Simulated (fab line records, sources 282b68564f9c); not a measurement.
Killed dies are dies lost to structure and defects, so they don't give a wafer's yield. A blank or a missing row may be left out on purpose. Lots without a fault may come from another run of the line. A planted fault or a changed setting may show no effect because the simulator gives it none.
fab line records | flow rit_cmos
record lots=14 wafers=42 last_day=7
route steps=202 shown CONTACT@168 M1@202
lots that met no fault: from a run of the same line without faults
start_h: hours from the record's first day to the start of the lot's first wafer shown | wait_h: hours since the lot's step before | " the same as in the row above | L1.1+2: a row that stands for several wafers | - no value, or no start given | * or withheld: withheld | < > ~ a bound
route shown NAME@n: a module of which the file shows steps, and the number in the route of the first | usual: mean/standard deviation of fault-free wafers | same: alike in all rows | chamber/n: place in a boat | sites: the reading at each site | _std_site: their standard deviation | _edge_site: outer sites' mean less inner sites' | radius_mm: how far each site lies from the wafer's centre | mask NAME#n: copy n | behind: the tool/chamber that last shaped the wafer | hold: why the lot was held/for how many hours/how that ended | device: the transistor (n, p or np) that didn't switch | end of line: the same wafers' tests at the end of the route | a step without rows: its recipe alone | killed: dies lost to structure and defects at the first sort, not the wafer's yield | map: a wafer's dies, x killed, . not, _ none there
set.NAME: the setting as run; set.NAME@STEP: as run at that earlier step | model.NAME: the simulator's own value behind a step, which no gauge read
steps of the route over a sample of lots; a table a step, a row a wafer
services: from which hour (start_h, from the record's first day; less than 0 if before it) a tool's chamber was out of use, for how many hours, and why
## steps
# step RIT_CONTACT_CVD_00
# recipe material=SiO2 target_thk_nm=400 precursor=TEOS temp_c=390 time_s=61 rf_w=400
# usual heater_power_w=336/59 run_length_s=88.9/0.51
# columns lot.wafer tool chamber start_h wait_h heater_power_w run_length_s
L683.1 pecvd-02 2 50.26 0.1 310 89.2
L683.3 " 1 " " 221 89.4
L683.5 " 1 " " 234 89.9
L684.1 pecvd-03 2 54.87 0.1 385 89.3
L684.2 " 1 " " 382 88.9
L684.4 " 0 " " 318 88.8
L685.3 pecvd-04 0 61.64 0.0 351 88.5
L685.5 " 0 " " 352 88.8
L685.6 " 1 " " 295 88.3
L686.3 pecvd-02 2 66.16 0.0 383 90.0
L686.4 " 1 " " 223 89.1
L686.6 " 0 " " 364 88.6
L687.1 pecvd-03 1 72.82 0.1 332 89.2
L687.2 " 2 " " 360 90.1
L687.3 " 0 " " 374 88.9
L688.3 pecvd-04 2 77.33 0.0 347 88.3
L688.4 " 1 " " 310 88.1
L688.5 " 2 " " 364 88.2
L689.4 pecvd-02 1 81.68 0.0 213 89.2
L689.5 " 2 " " 366 88.9
L689.6 " 0 " " 338 88.2
L690.1 pecvd-03 0 85.70 0.1 327 89.3
L690.3 " 1 " " 376 89.4
L690.6 " 1 " " 384 89.5
L696.2 pecvd-03 2 125.41 0.0 323 89.3
L696.4 " 1 " " 382 89.6
L696.5 " 0 " " 410 95.4
L699.1 pecvd-03 0 134.30 0.1 347 96.1
L699.2 " 2 " " 300 89.8
L699.5 " 2 " " 326 89.4
L701.2 pecvd-02 1 141.70 0.0 214 89.7
L701.4 " 1 " " 211 89.1
L701.6 " 0 " " 272 88.4
L703.3 pecvd-04 0 150.48 0.0 321 88.8
L703.5 " 1 " " 264 88.2
L703.6 " 0 " " 336 89.4
L705.2 pecvd-02 2 162.41 0.0 381 89.1
L705.4 " 0 " " 265 88.9
L705.6 " 2 " " 396 88.9
L706.2 pecvd-04 0 169.24 0.0 355 89.5
L706.4 " 2 " " 428 88.3
L706.5 " 1 " " 300 88.3
# step RIT_CONTACT_THK_MEAS_01
# recipe reads=SiO2_of_CONTACT_CVD_00
# usual CONTACT_TEOS_THK=399/5.6
# columns lot.wafer tool chamber start_h wait_h hold CONTACT_TEOS_THK[nm]
L683.1 film_metro-03 - 50.32 0.0 - 399
L683.3 " - " " - 390
L683.5 " - " " - 404
L684.1 film_metro-01 - 54.92 0.0 - 404
L684.2 " - " " - 399
L684.4 " - " " - 410
L685.3 film_metro-04 - 61.71 0.0 - 401
L685.5 " - " " - 406
L685.6 " - " " - 403
L686.3 film_metro-01 - 66.23 0.0 - 395
L686.4 " - " " - 405
L686.6 " - " " - 406
L687.1 film_metro-04 - 72.87 0.0 - 396
L687.2 " - " " - 397
L687.3 " - " " - 401
L688.3 film_metro-03 - 77.40 0.0 - 393
L688.4 " - " " - 401
L688.5 " - " " - 399
L689.4 film_metro-01 - 81.74 0.0 - 402
L689.5 " - " " - 393
L689.6 " - " " - 401
L690.1 film_metro-04 - 85.75 0.0 - 400
L690.3 " - " " - 393
L690.6 " - " " - 400
L696.2 film_metro-04 - 125.47 0.0 await_dispo/0.2h/release 395
L696.4 " - " " await_dispo/0.2h/release 399
L696.5 " - " " await_dispo/0.2h/release 445
L696.2 film_metro-04 - 125.70 0.2 - 395
L696.4 " - " " - 399
L696.5 " - " " - 445
L699.1 film_metro-03 - 134.35 0.0 await_dispo/0.2h/release 434
L699.2 " - " " await_dispo/0.2h/release 393
L699.5 " - " " await_dispo/0.2h/release 398
L699.1 film_metro-03 - 134.57 0.2 - 433
L699.2 " - " " - 393
L699.5 " - " " - 398
L701.2 film_metro-04 - 141.76 0.0 - 398
L701.4 " - " " - 407
L701.6 " - " " - 412
L703.3 film_metro-01 - 150.55 0.0 - 395
L703.5 " - " " - 399
L703.6 " - " " - 400
L705.2 film_metro-03 - 162.47 0.0 - 391
L705.4 " - " " - 402
L705.6 " - " " - 400
L706.2 film_metro-04 - 169.30 0.0 - 397
L706.4 " - " " - 401
L706.5 " - " " - 393
# step RIT_M1_PROBE_99
# usual killed_at_M0_to_M3=0.0/0.12 killed_at_contacts=0.1/0.31 killed_at_front_end=6.8/2.7 killed_dies=6.9/2.7 killed_open=3.3/1.8 killed_short=3.5/1.8
# same gross_dies=264 killed_at_M4_up=0 killed_at_back_side=0 killed_at_other=0
# columns lot.wafer tool chamber start_h wait_h killed_at_M0_to_M3 killed_at_contacts killed_at_front_end killed_dies killed_open killed_short
L696.2 prober-01 - 139.88 0.1 0 0 6 6 5 1
L696.4 prober-01 - 139.98 0.2 0 0 9 9 2 7
L696.5 prober-01 - 140.03 0.2 0 1 7 8 5 3
L699.1 prober-02 - 145.05 0.1 0 0 3 3 2 1
L699.2 prober-02 - 145.10 0.1 0 0 5 5 4 1
L699.5 prober-02 - 145.25 0.2 0 0 6 6 2 4
# killed by level:class
L696.2 GATE:geometric_particle:open=3 FOX1:geometric_particle:open=1 GATE:geometric_particle:short=1 SILICIDE:geometric_particle:open=1
L696.4 GATE:geometric_particle:short=6 GATE:geometric_particle:open=1 SPACER:geometric_particle:open=1 SILICIDE:geometric_particle:short=1
L696.5 GATE:geometric_particle:open=3 FOX2:geometric_particle:short=2 GATE:geometric_particle:short=1 SPACER:geometric_particle:open=1 CONTACT:geometric_particle:open=1
L699.1 GATE:geometric_particle:open=1 REOX:geometric_particle:short=1 SILICIDE:geometric_particle:open=1
L699.2 SPACER:geometric_particle:open=2 FOX2:geometric_particle:open=1 SPACER:geometric_particle:short=1 SILICIDE:geometric_particle:open=1
L699.5 REOX:geometric_particle:short=2 FOX1:geometric_particle:short=1 FOX1:geometric_particle:open=1 GATE:geometric_particle:open=1 SPACER:geometric_particle:short=1
## services
# columns tool chamber start_h hours kind
pecvd-02 - 73.32 0.2 repair
pecvd-02 - 144.61 14.6 pm
## key
first_sign step=RIT_CONTACT_CVD_00 reading=run_length_s direction=up sigmas=13 usual=* struck=*
effect step=RIT_CONTACT_THK_MEAS_01 reading=visit direction=added
effect step=RIT_CONTACT_THK_MEAS_01 reading=CONTACT_TEOS_THK direction=up sigmas=7.2 usual=399 struck=440
met_at RIT_CONTACT_CVD_00
struck_lots L696,L699
struck_wafers L696.5,L699.1
tester_left_out L696,L699
onset_between 85.70 125.41
fault kind=process_parameter_drift tool=pecvd-03 chamber=0 onset_h=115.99 steps=RIT_CONTACT_CVD_00 channel=time_s offset=* shape=step end_h=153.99 stated=*
# tester_left_out: of these lots the tester's yield and bins aren't shown, on N5 and GAA mostly nor the transistor test; their killed dies are dies lost to structure and defects alone, not to doping, threshold or leakage, so they don't give the yield
